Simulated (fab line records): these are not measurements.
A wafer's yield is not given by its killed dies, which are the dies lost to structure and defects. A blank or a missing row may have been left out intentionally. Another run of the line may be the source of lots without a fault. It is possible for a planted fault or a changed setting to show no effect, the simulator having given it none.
The tool behind it: which one? / flow ritCmos / 7 lots, 21 wafers sampled, at 1 step of a route of 202

== WHAT EACH GAUGE READ, for each wafer ==
RIT_NWELL_OVL_MEAS_06.
lot=L912; measured=day 2 06:52; on=overlay-02; NWELL_OVL (nm)=-0.7 -2.2 0.1
lot=L916; measured=day 3 02:48; on=overlay-02; NWELL_OVL (nm)=-2.3 -2.9 0.4
lot=L924; measured=day 4 15:05; on=overlay-02; NWELL_OVL (nm)=0.9 0.3 -0.5
lot=L926; measured=day 5 00:51; on=overlay-02; NWELL_OVL (nm)=-1.3 0.6 0.4
lot=L928; measured=day 5 11:29; on=overlay-01; NWELL_OVL (nm)=-1.4 0.4 2.0
lot=L931; measured=day 6 03:12; on=overlay-02; NWELL_OVL (nm)=0.0 -0.7 -0.7
lot=L933; measured=day 6 18:17; on=overlay-01; NWELL_OVL (nm)=0.2 -0.3 2.0

== WHICH TOOL RAN EACH LOT (tool, then ch and the chambers of the sampled wafers, then the start) ==
The record holds no process step before these readings.

== THE ANSWER, worked out from the rows above alone ==
Rule: the lots themselves supply what counts as usual. The widest of any qualifying gaps counts: lots, ordered by their means at a reading, are off when they make up no more than a third of the lots, leave a main group of 4 or more, and stand apart from it by 3 or more times the standard deviation of that group's means. A main group is skipped when, at the precision printed for the reading in the tables above, its means are all equal. A lot without any number at a reading at which 4 lots or more have one is off too. The other lots that the step has rows for count as sound.
No lot is off at any reading shown: from this, nothing can be told.

== WHAT THE SIMULATOR HAD INSERTED ==
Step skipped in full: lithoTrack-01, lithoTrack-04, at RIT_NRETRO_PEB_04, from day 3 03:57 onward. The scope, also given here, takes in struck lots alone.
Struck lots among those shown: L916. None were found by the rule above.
